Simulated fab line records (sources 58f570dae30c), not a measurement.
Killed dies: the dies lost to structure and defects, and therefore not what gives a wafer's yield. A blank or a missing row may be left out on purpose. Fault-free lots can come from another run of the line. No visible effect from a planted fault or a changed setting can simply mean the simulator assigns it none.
fab line records	flow berkeley_cmos170	part 1 of 2: steps 1 to 31 of 42
[record] lots = 5	wafers = 15	last_day = 11
route steps=331 shown PWELL@41 WELLDRIVE@55 ACTIVE@60 PFIELD@79
lots that met no fault: taken from a fault-free run of the same line
start_h: start of the lot's first displayed wafer, in hours after the record's first day	wait_h: time in hours since the lot's previous step	" same as the row above	L1.1+2: a single row standing in for several wafers	- either no value or no given start	* or withheld: withheld	< > ~ a bound
route shown NAME@n: a module of which the file shows steps, and the number in the route of the first	usual: the fault-free wafers' mean and standard deviation	same: alike in all rows	chamber/n: place in a boat	sites: each site's reading	_std_site: the standard deviation of these	_edge_site: inner sites' mean taken away from outer sites' mean	radius_mm: for every site, how far away it sits from the centre of the wafer	mask NAME#n: copy n	behind: the last tool/chamber to shape the wafer	hold: why the lot was held/for how many hours/how that ended	device: transistor that didn't switch, given as n, p or np	end of line: tests of these same wafers at the route's end	for a step that has no rows: nothing shown but its recipe	killed: at the first sort, the dies lost to defects and structure; wafer yield is something else	map: per-die view of a wafer (x killed, . not killed, _ where there is no die)
set.NAME: the setting the step ran with; set.NAME@STEP: the setting that earlier step ran with	model.NAME: the simulator's own value behind a step, which no gauge read
lots seen at some steps along the route; tables by step, rows by wafer
services: when a tool's chamber went out of use (start_h, in hours from the record's first day, below 0 if earlier), for how many hours, and the reason
[[steps]]
[step UCB170_PWELL_HMDS_07]
[recipe] prime_time_s = 60	prime_temp_c = 100
lot.wafer	tool	chamber	start_h	wait_h
L074.3+5+6	litho_track-01	0	48.36	0.1
L082.1+3+6	litho_track-01	0	88.48	1.1
L089.2+3+4	litho_track-01	0	122.23	0.2
L091.1+2+6	litho_track-01	0	144.67	1.1
L097.1+5+6	litho_track-03	0	165.10	0.2
[step UCB170_PWELL_COAT_08]
[recipe] resist = KrF	spin_rpm = 1500	resist_thk_nm = 900
lot.wafer	tool	chamber	start_h	wait_h
L074.3+5+6	litho_track-01	0	48.51	0.1
L082.1+3+6	litho_track-01	0	88.63	0.1
L089.2+3+4	litho_track-01	0	122.38	0.1
L091.1+2+6	litho_track-01	0	144.82	0.1
L097.1+5+6	litho_track-03	0	165.25	0.1
[step UCB170_PWELL_SOFTBAKE_09]
[recipe] resist = KrF	temp_c = 130	time_s = 60
[usual] plate_temp_C = 129.97/0.14
lot.wafer	tool	chamber	start_h	wait_h	plate_temp_C
L074.3	litho_track-01	0	48.66	0.1	130.06
L074.5	"	0	"	"	130.03
L074.6	"	0	"	"	129.99
L082.1	litho_track-01	0	88.78	0.1	129.75
L082.3	"	0	"	"	129.96
L082.6	"	0	"	"	129.86
L089.2	litho_track-01	0	122.53	0.1	130.09
L089.3	"	0	"	"	130.30
L089.4	"	0	"	"	129.78
L091.1	litho_track-01	0	144.97	0.1	129.98
L091.2	"	0	"	"	130.09
L091.6	"	0	"	"	130.20
L097.1	litho_track-03	0	165.40	0.1	130.01
L097.5	"	0	"	"	129.94
L097.6	"	0	"	"	130.03
[step UCB170_PWELL_EXPOSE_10]
[recipe] mask_id = PWELL	target_cd_nm = 3000	na = 0.5	sigma_outer = 0.6	source_shape = conventional	dose_mj = 19
lot.wafer	tool	chamber	start_h	wait_h	mask
L074.3+5+6	krf_scanner-01	0	48.92	0.2	PWELL#0
L082.1+3+6	krf_scanner-02	0	89.06	0.2	PWELL#0
L089.2+3+4	krf_scanner-02	0	122.80	0.2	PWELL#0
L091.1+2+6	krf_scanner-01	0	145.25	0.2	PWELL#0
L097.1+5+6	krf_scanner-02	0	165.68	0.2	PWELL#0
[step UCB170_PWELL_PEB_11]
[recipe] peb_temp_c = 130	peb_time_s = withheld	resist = KrF
[usual] plate_temp_C = 130.01/0.14
lot.wafer	tool	chamber	start_h	wait_h	plate_temp_C
L074.3	litho_track-03	0	49.05	0.1	130.04
L074.5	"	0	"	"	129.93
L074.6	"	0	"	"	129.78
L082.1	litho_track-03	0	89.89	0.8	129.86
L082.3	"	0	"	"	130.07
L082.6	"	0	"	"	130.19
L089.2	litho_track-03	0	122.92	0.1	129.77
L089.3	"	0	"	"	129.88
L089.4	"	0	"	"	130.00
L091.1	litho_track-04	0	145.94	0.7	130.12
L091.2	"	0	"	"	130.00
L091.6	"	0	"	"	130.11
L097.1	litho_track-01	0	165.89	0.2	129.95
L097.5	"	0	"	"	130.13
L097.6	"	0	"	"	130.03
[step UCB170_PWELL_DEVELOP_12]
[recipe] developer = TMAH	develop_time_s = 45	resist = KrF	dev_temp_c = 21
lot.wafer	tool	chamber	start_h	wait_h
L074.3+5+6	litho_track-03	0	-	-
L082.1+3+6	litho_track-03	0	-	-
L089.2+3+4	litho_track-03	0	-	-
L091.1+2+6	litho_track-04	0	-	-
L097.1+5+6	litho_track-01	0	-	-
[step UCB170_PWELL_OVL_MEAS_13]
[usual] PWELL_OVL = 0/5.5
lot.wafer	tool	chamber	start_h	wait_h	PWELL_OVL[nm]
L074.3	overlay-02	-	49.29	-	-5
L074.5	"	-	"	"	-2
L074.6	"	-	"	"	-1
L082.1	overlay-02	-	90.16	-	-3
L082.3	"	-	"	"	2
L082.6	"	-	"	"	-2
L089.2	overlay-01	-	123.18	-	4
L089.3	"	-	"	"	-9
L089.4	"	-	"	"	2
L091.1	overlay-02	-	146.21	-	-4
L091.2	"	-	"	"	2
L091.6	"	-	"	"	8
L097.1	overlay-01	-	166.17	-	-8
L097.5	"	-	"	"	-4
L097.6	"	-	"	"	-2
[step UCB170_PWELL_ETCH_14]
[recipe] chemistry = CH3F/Ar/O2	target = Si3N4	stop_on = SiO2	CH3F_flow_sccm = 20	Ar_flow_sccm = 50	O2_flow_sccm = 7	pressure_mtorr = 50	rf_w = 450	target_depth_a = 2420	over_etch_frac = 0.1	time_s = 151
[usual] drypump_motor_current_A = 5.8/0.51	oes_product_au = 0.939/0.015	throttle_valve_pct = 8.01/0.13
lot.wafer	tool	chamber	start_h	wait_h	drypump_motor_current_A	oes_product_au	rf_hours_counter_h	throttle_valve_pct
L074.3	rie_diel-04	1	49.31	0.0	5.7	0.929	104	8.01
L074.5	"	0	"	"	6.5	0.933	-	7.85
L074.6	"	3	"	"	5.9	0.928	-	8.17
L082.1	rie_diel-03	1	90.20	0.0	5.3	0.918	39	8.30
L082.3	"	3	"	"	4.8	0.949	1	8.03
L082.6	"	2	"	"	6.3	0.936	-	8.05
L089.2	rie_diel-02	0	123.21	0.0	5.4	0.935	131	7.99
L089.3	"	3	"	"	5.6	0.966	90	8.05
L089.4	"	3	"	"	5.6	0.960	-	8.05
L091.1	rie_diel-02	3	146.25	0.0	5.6	0.956	91	8.07
L091.2	"	0	"	"	5.4	0.937	131	7.98
L091.6	"	2	"	"	5.1	0.937	-	7.95
L097.1	rie_diel-04	2	166.21	0.0	6.6	0.931	104	7.87
L097.5	"	1	"	"	5.7	0.941	-	8.00
L097.6	"	2	"	"	6.6	0.926	-	7.89
[step UCB170_PWELL_IMPLANT_15]
[recipe] species = B	dose_cm2 = 5e+12	energy_kev = 60	tilt_deg = 7
[usual] beam_on_s = 10.01/0.2
lot.wafer	tool	chamber	start_h	wait_h	beam_on_s
L074.3	implanter-02	0	49.46	0.1	9.79
L074.5	"	0	"	"	9.98
L074.6	"	0	"	"	10.25
L082.1	implanter-02	0	90.30	0.1	9.86
L082.3	"	0	"	"	10.21
L082.6	"	0	"	"	10.18
L089.2	implanter-03	0	123.33	0.1	10.07
L089.3	"	0	"	"	9.93
L089.4	"	0	"	"	10.07
L091.1	implanter-03	0	146.35	0.1	9.71
L091.2	"	0	"	"	9.90
L091.6	"	0	"	"	10.14
L097.1	implanter-01	0	166.31	0.1	9.94
L097.5	"	0	"	"	10.05
L097.6	"	0	"	"	9.82
[step UCB170_PWELL_STRIP_16]
[recipe] chemistry = O2	power_w = 400	pressure_mtorr = 3500	platen_temp_c = withheld	o2_flow_sccm = 400	overash_fraction = 0.5
[usual] drypump_motor_current_A = 5.7/0.38	oes_product_au = 0.721/0.0047	strip_time_to_endpoint_s = 18.06/0.088
lot.wafer	tool	chamber	start_h	wait_h	drypump_motor_current_A	oes_product_au	rf_hours_counter_h	strip_time_to_endpoint_s
L074.3	plasma_asher-02	1	49.60	0.1	5.6	0.717	-	18.02
L074.5	"	1	"	"	5.6	0.721	-	18.02
L074.6	"	0	"	"	6.2	0.727	-	18.05
L082.1	plasma_asher-02	0	90.45	0.1	6.2	0.716	37	18.04
L082.3	"	0	"	"	6.2	0.729	-	17.96
L082.6	"	1	"	"	5.6	0.720	-	17.95
L089.2	plasma_asher-03	0	123.46	0.1	5.7	0.722	1	18.07
L089.3	"	1	"	"	6.1	0.720	-	18.09
L089.4	"	0	"	"	5.6	0.721	-	18.14
L091.1	plasma_asher-01	1	146.50	0.1	5.8	0.722	43	18.02
L091.2	"	0	"	"	5.1	0.715	43	18.05
L091.6	"	1	"	"	5.8	0.722	-	18.01
L097.1	plasma_asher-02	1	166.46	0.1	5.6	0.717	45	18.10
L097.5	"	0	"	"	6.2	0.720	-	18.17
L097.6	"	1	"	"	5.6	0.715	-	18.07
[step UCB170_PWELL_TW_MEAS_17]
[usual] PWELL_TW = 378.5/1.7
lot.wafer	tool	chamber	start_h	wait_h	PWELL_TW
L074.3	film_metro-04	-	49.68	0.1	377.6
L074.5	"	-	"	"	376.9
L074.6	"	-	"	"	377.6
L082.1	film_metro-01	-	90.55	0.1	382.4
L082.3	"	-	"	"	380.9
L082.6	"	-	"	"	377.9
L089.2	film_metro-01	-	123.57	0.1	379.3
L089.3	"	-	"	"	379.0
L089.4	"	-	"	"	379.1
L091.1	film_metro-01	-	146.60	0.1	378.8
L091.2	"	-	"	"	379.3
L091.6	"	-	"	"	378.2
L097.1	film_metro-01	-	166.56	0.1	381.8
L097.5	"	-	"	"	379.5
L097.6	"	-	"	"	380.2
[step UCB170_PWELL_CLEAN_18]
[recipe] chemistry = SPM	temp_c = 120	time_s = 600
lot.wafer	tool	chamber	start_h	wait_h
L074.3+5+6	wet_bench-04	2	49.72	0.0
L082.1+3+6	wet_bench-04	3	92.73	2.2
L089.2+3+4	wet_bench-01	1	123.99	0.4
L091.1+2+6	wet_bench-04	2	146.66	0.1
L097.1+5+6	wet_bench-01	2	166.65	0.1
[step UCB170_PWELL_WET_ETCH_19]
[recipe] chemistry = H3PO4	target = Si3N4	temp_c = 160	time_s = 14400
lot.wafer	tool	chamber	start_h	wait_h
L074.3+5+6	wet_bench-04	2	49.90	0.0
L082.1+3+6	wet_bench-04	1	93.39	0.5
L089.2+3+4	wet_bench-02	1	124.38	0.0
L091.1+2+6	wet_bench-02	3	147.22	0.2
L097.1+5+6	wet_bench-01	0	167.00	0.2
[step UCB170_PWELL_WET_ETCH_20]
[recipe] chemistry = BOE	dilution = 5:1	target = SiO2	temp_c = 25	time_s = 22
lot.wafer	tool	chamber	start_h	wait_h
L074.3+5+6	wet_bench-02	2	53.92	0.0
L082.1+3+6	wet_bench-04	2	98.37	0.6
L089.2+3+4	wet_bench-02	1	129.07	0.7
L091.1+2+6	wet_bench-01	3	153.53	1.9
L097.1+5+6	wet_bench-02	3	171.01	0.0
[step UCB170_WELLDRIVE_CLEAN_00]
[recipe] chemistry = SPM	temp_c = 120	time_s = 600
lot.wafer	tool	chamber	start_h	wait_h
L074.3+5+6	wet_bench-04	1	53.97	0.0
L082.1+3+6	wet_bench-02	1	99.08	0.7
L089.2+3+4	wet_bench-02	0	129.28	0.2
L091.1+2+6	wet_bench-02	1	155.86	2.3
L097.1+5+6	wet_bench-01	0	171.03	0.0
[step UCB170_WELLDRIVE_OXIDATION_01]
[recipe] temp_c = 1100	ambient = O2	target_thk_a = 1990	ox_time_s = 9000
[usual] ox_temp_c_max = 1104.7/1.5	tube_center_temp_C_max = 1102.8/0.47
lot.wafer	tool	chamber	start_h	wait_h	ox_temp_c_max	tube_center_temp_C_max
L074.3	furnace-01	0	56.82	2.7	1105.9	1103.7
L074.5	"	0	"	"	1108.4	1102.6
L074.6	"	0	"	"	1105.7	1102.9
L082.1	furnace-04	0	102.62	3.4	1103.2	1103.0
L082.3	"	0	"	"	1104.2	1103.0
L082.6	"	0	"	"	1103.6	1102.3
L089.2	furnace-02	0	131.46	2.0	1103.6	1103.2
L089.3	"	0	"	"	1105.2	1103.2
L089.4	"	0	"	"	1104.9	1102.4
L091.1	furnace-04	0	157.35	1.3	1101.7	1102.9
L091.2	"	0	"	"	1102.9	1102.8
L091.6	"	0	"	"	1102.7	1103.0
L097.1	furnace-01	0	173.83	2.6	1103.7	1103.5
L097.5	"	0	"	"	1106.5	1102.4
L097.6	"	0	"	"	1105.5	1102.3
[step UCB170_WELLDRIVE_THK_MEAS_02]
[recipe] reads = SiO2_of_WELLDRIVE_OXIDATION_01
[usual] WELLDRIVE_OXIDE_THK = 199/3.8
lot.wafer	tool	chamber	start_h	wait_h	WELLDRIVE_OXIDE_THK[nm]
L074.3	film_metro-01	-	60.34	0.0	199
L074.5	"	-	"	"	201
L074.6	"	-	"	"	201
L082.1	film_metro-03	-	106.12	0.0	193
L082.3	"	-	"	"	195
L082.6	"	-	"	"	197
L089.2	film_metro-02	-	134.97	0.0	197
L089.3	"	-	"	"	194
L089.4	"	-	"	"	199
L091.1	film_metro-02	-	160.85	0.0	201
L091.2	"	-	"	"	198
L091.6	"	-	"	"	200
L097.1	film_metro-01	-	177.33	0.0	206
L097.5	"	-	"	"	206
L097.6	"	-	"	"	205
[step UCB170_WELLDRIVE_ANNEAL_03]
[recipe] temp_c = 1100	time_s = 900	ambient = N2
[usual] tube_center_temp_C_max = 1102.8/0.47
lot.wafer	tool	chamber	start_h	wait_h	tube_center_temp_C_max
L074.3	furnace-04	0	64.58	4.2	1102.7
L074.5	"	0	"	"	1102.4
L074.6	"	0	"	"	1102.7
L082.1	furnace-04	0	110.20	4.1	1102.3
L082.3	"	0	"	"	1102.8
L082.6	"	0	"	"	1103.2
L089.2	furnace-02	0	137.66	2.7	1102.3
L089.3	"	0	"	"	1102.6
L089.4	"	0	"	"	1103.5
L091.1	furnace-04	0	165.36	4.5	1102.6
L091.2	"	0	"	"	1102.4
L091.6	"	0	"	"	1103.3
L097.1	furnace-04	0	177.86	0.5	1103.4
L097.5	"	0	"	"	1103.1
L097.6	"	0	"	"	1102.4
[step UCB170_WELLDRIVE_WET_ETCH_04]
[recipe] chemistry = BOE	dilution = 5:1	target = SiO2	temp_c = 25	time_s = 120
lot.wafer	tool	chamber	start_h	wait_h
L074.3+5+6	wet_bench-04	0	65.83	0.0
L082.1+3+6	wet_bench-04	0	111.45	0.0
L089.2+3+4	wet_bench-01	2	142.36	3.4
L091.1+2+6	wet_bench-01	0	166.61	0.0
L097.1+5+6	wet_bench-04	0	180.13	1.0
[step UCB170_ACTIVE_CLEAN_00]
[recipe] chemistry = SPM	temp_c = 120	time_s = 600
lot.wafer	tool	chamber	start_h	wait_h
L074.3+5+6	wet_bench-04	2	65.88	0.0
L082.1+3+6	wet_bench-04	0	111.49	0.0
L089.2+3+4	wet_bench-04	2	142.65	0.2
L091.1+2+6	wet_bench-01	1	166.83	0.2
L097.1+5+6	wet_bench-02	2	180.36	0.2
[step UCB170_ACTIVE_CLEAN_01]
[recipe] chemistry = dHF	dilution = 25:1	time_s = 60
lot.wafer	tool	chamber	start_h	wait_h
L074.3+5+6	wet_bench-04	3	66.07	0.0
L082.1+3+6	wet_bench-04	3	112.02	0.3
L089.2+3+4	wet_bench-01	3	143.01	0.2
L091.1+2+6	wet_bench-04	1	167.83	0.8
L097.1+5+6	wet_bench-04	1	180.69	0.2
[step UCB170_ACTIVE_OXIDATION_02]
[recipe] temp_c = 1000	ambient = O2	target_thk_a = 264	ox_time_s = 1260
[usual] ox_temp_c_max = 1005.6/2.7	tube_center_temp_C_max = 1002.5/0.41
lot.wafer	tool	chamber	start_h	wait_h	ox_temp_c_max	tube_center_temp_C_max
L074.3	furnace-04	0	68.58	2.5	1002.7	1002.2
L074.5	"	0	"	"	1002.1	1002.6
L074.6	"	0	"	"	1002.7	1002.3
L082.1	furnace-04	0	115.55	3.5	1004.7	1001.9
L082.3	"	0	"	"	1002.4	1003.2
L082.6	"	0	"	"	1002.5	1002.8
L089.2	furnace-01	0	143.20	0.2	1004.4	1002.3
L089.3	"	0	"	"	1006.0	1002.8
L089.4	"	0	"	"	1008.2	1002.8
L091.1	furnace-03	0	169.33	1.5	1006.3	1003.0
L091.2	"	0	"	"	1007.8	1002.1
L091.6	"	0	"	"	1007.1	1002.3
L097.1	furnace-01	0	181.51	0.8	1005.9	1002.2
L097.5	"	0	"	"	1005.8	1001.9
L097.6	"	0	"	"	1006.6	1003.5
[step UCB170_ACTIVE_THK_MEAS_03]
[recipe] reads = SiO2_of_ACTIVE_OXIDATION_02
[usual] ACTIVE_OXIDE_THK = 26.5/0.43
lot.wafer	tool	chamber	start_h	wait_h	ACTIVE_OXIDE_THK[nm]
L074.3	film_metro-02	-	69.95	0.0	26.9
L074.5	"	-	"	"	26.2
L074.6	"	-	"	"	26.7
L082.1	film_metro-03	-	116.90	0.0	26.6
L082.3	"	-	"	"	26.1
L082.6	"	-	"	"	26.4
L089.2	film_metro-02	-	144.56	0.0	26.5
L089.3	"	-	"	"	26.6
L089.4	"	-	"	"	26.8
L091.1	film_metro-04	-	170.74	0.1	26.0
L091.2	"	-	"	"	25.9
L091.6	"	-	"	"	26.5
L097.1	film_metro-03	-	182.86	0.0	26.7
L097.5	"	-	"	"	26.8
L097.6	"	-	"	"	26.6
[step UCB170_ACTIVE_ANNEAL_04]
[recipe] temp_c = 1000	time_s = 900	ambient = N2
[usual] tube_center_temp_C_max = 1002.6/0.41
lot.wafer	tool	chamber	start_h	wait_h	tube_center_temp_C_max
L074.3	furnace-04	0	72.52	2.6	1002.9
L074.5	"	0	"	"	1002.7
L074.6	"	0	"	"	1002.1
L082.1	furnace-04	0	119.82	2.9	1002.8
L082.3	"	0	"	"	1002.2
L082.6	"	0	"	"	1001.9
L089.2	furnace-03	0	145.63	1.1	1002.7
L089.3	"	0	"	"	1002.3
L089.4	"	0	"	"	1002.3
L091.1	furnace-03	0	172.03	1.3	1002.1
L091.2	"	0	"	"	1002.1
L091.6	"	0	"	"	1002.2
L097.1	furnace-01	0	182.92	0.1	1003.0
L097.5	"	0	"	"	1002.4
L097.6	"	0	"	"	1001.8
[step UCB170_ACTIVE_CVD_05]
[recipe] material = Si3N4	target_thk_nm = 220	temp_c = 800	precursor = SiH2Cl2/NH3	time_s = 3300	pressure_mtorr = 200	sih2cl2_flow_sccm = 25	nh3_flow_sccm = 75
[usual] susceptor_temp_C = 800.03/0.3
lot.wafer	tool	chamber	start_h	wait_h	susceptor_temp_C
L074.3	lpcvd-02	1	73.77	0.0	800.10
L074.5	"	1	"	"	800.08
L074.6	"	1	"	"	799.94
L082.1	lpcvd-01	1	121.07	0.0	799.62
L082.3	"	1	"	"	799.62
L082.6	"	1	"	"	800.72
L089.2	lpcvd-01	0	146.88	0.0	800.22
L089.3	"	0	"	"	800.55
L089.4	"	0	"	"	800.14
L091.1	lpcvd-01	0	173.28	0.0	800.72
L091.2	"	0	"	"	800.50
L091.6	"	0	"	"	800.69
L097.1	lpcvd-01	1	184.17	0.0	800.22
L097.5	"	1	"	"	800.10
L097.6	"	1	"	"	800.35
[step UCB170_ACTIVE_THK_MEAS_06]
[recipe] reads = Si3N4_of_ACTIVE_CVD_05
[usual] ACTIVE_NITRIDE_THK = 220.7/2.3
lot.wafer	tool	chamber	start_h	wait_h	ACTIVE_NITRIDE_THK[nm]
L074.3	film_metro-04	-	75.70	0.0	216.2
L074.5	"	-	"	"	217.2
L074.6	"	-	"	"	216.5
L082.1	film_metro-02	-	122.98	0.0	222.0
L082.3	"	-	"	"	222.5
L082.6	"	-	"	"	221.6
L089.2	film_metro-04	-	148.81	0.0	220.5
L089.3	"	-	"	"	222.5
L089.4	"	-	"	"	219.8
L091.1	film_metro-03	-	175.26	0.1	225.6
L091.2	"	-	"	"	224.8
L091.6	"	-	"	"	224.6
L097.1	film_metro-04	-	187.04	0.0	223.5
L097.5	"	-	"	"	224.7
L097.6	"	-	"	"	223.3
[step UCB170_ACTIVE_HMDS_07]
[recipe] prime_time_s = 60	prime_temp_c = 100
lot.wafer	tool	chamber	start_h	wait_h
L074.3+5+6	litho_track-04	0	75.82	0.1
L082.1+3+6	litho_track-01	0	123.04	0.1
L089.2+3+4	litho_track-04	0	148.89	0.1
L091.1+2+6	litho_track-04	0	176.14	0.9
L097.1+5+6	litho_track-01	0	187.10	0.1
[step UCB170_ACTIVE_COAT_08]
[recipe] resist = KrF	spin_rpm = 1500	resist_thk_nm = 900
lot.wafer	tool	chamber	start_h	wait_h
L074.3+5+6	litho_track-04	0	75.97	0.1
L082.1+3+6	litho_track-01	0	123.19	0.1
L089.2+3+4	litho_track-04	0	149.04	0.1
L091.1+2+6	litho_track-04	0	176.29	0.1
L097.1+5+6	litho_track-01	0	187.25	0.1
[step UCB170_ACTIVE_SOFTBAKE_09]
[recipe] resist = KrF	temp_c = 130	time_s = 60
[usual] plate_temp_C = 130.00/0.13
lot.wafer	tool	chamber	start_h	wait_h	plate_temp_C
L074.3	litho_track-04	0	76.12	0.1	129.96
L074.5	"	0	"	"	130.00
L074.6	"	0	"	"	129.96
L082.1	litho_track-01	0	123.34	0.1	130.12
L082.3	"	0	"	"	129.99
L082.6	"	0	"	"	130.05
L089.2	litho_track-04	0	149.19	0.1	130.10
L089.3	"	0	"	"	130.25
L089.4	"	0	"	"	130.19
L091.1	litho_track-04	0	176.44	0.1	129.84
L091.2	"	0	"	"	129.87
L091.6	"	0	"	"	129.92
L097.1	litho_track-01	0	187.40	0.1	129.98
L097.5	"	0	"	"	130.01
L097.6	"	0	"	"	130.18
[step UCB170_ACTIVE_EXPOSE_10]
[recipe] mask_id = ACTIVE	target_cd_nm = 1200	na = 0.5	sigma_outer = 0.6	source_shape = conventional	dose_mj = 20
lot.wafer	tool	chamber	start_h	wait_h	mask
L074.3+5+6	krf_scanner-01	0	76.26	0.1	ACTIVE#0
L082.1+3+6	krf_scanner-01	0	123.62	0.2	ACTIVE#0
L089.2+3+4	krf_scanner-01	0	149.46	0.2	ACTIVE#0
L091.1+2+6	krf_scanner-01	0	176.72	0.2	ACTIVE#0
L097.1+5+6	krf_scanner-02	0	187.55	0.1	ACTIVE#0
[step UCB170_ACTIVE_PEB_11]
[recipe] peb_temp_c = 130	peb_time_s = withheld	resist = KrF
[usual] plate_temp_C = 129.98/0.13
lot.wafer	tool	chamber	start_h	wait_h	plate_temp_C
L074.3	litho_track-04	0	76.38	0.1	130.07
L074.5	"	0	"	"	129.94
L074.6	"	0	"	"	130.09
L082.1	litho_track-02	0	123.89	0.3	129.67
L082.3	"	0	"	"	129.71
L082.6	"	0	"	"	129.55
L089.2	litho_track-01	0	149.58	0.1	130.07
L089.3	"	0	"	"	129.98
L089.4	"	0	"	"	129.88
L091.1	litho_track-02	0	177.38	0.6	129.98
L091.2	"	0	"	"	129.99
L091.6	"	0	"	"	129.72
L097.1	litho_track-02	0	187.91	0.3	129.93
L097.5	"	0	"	"	130.01
L097.6	"	0	"	"	129.99
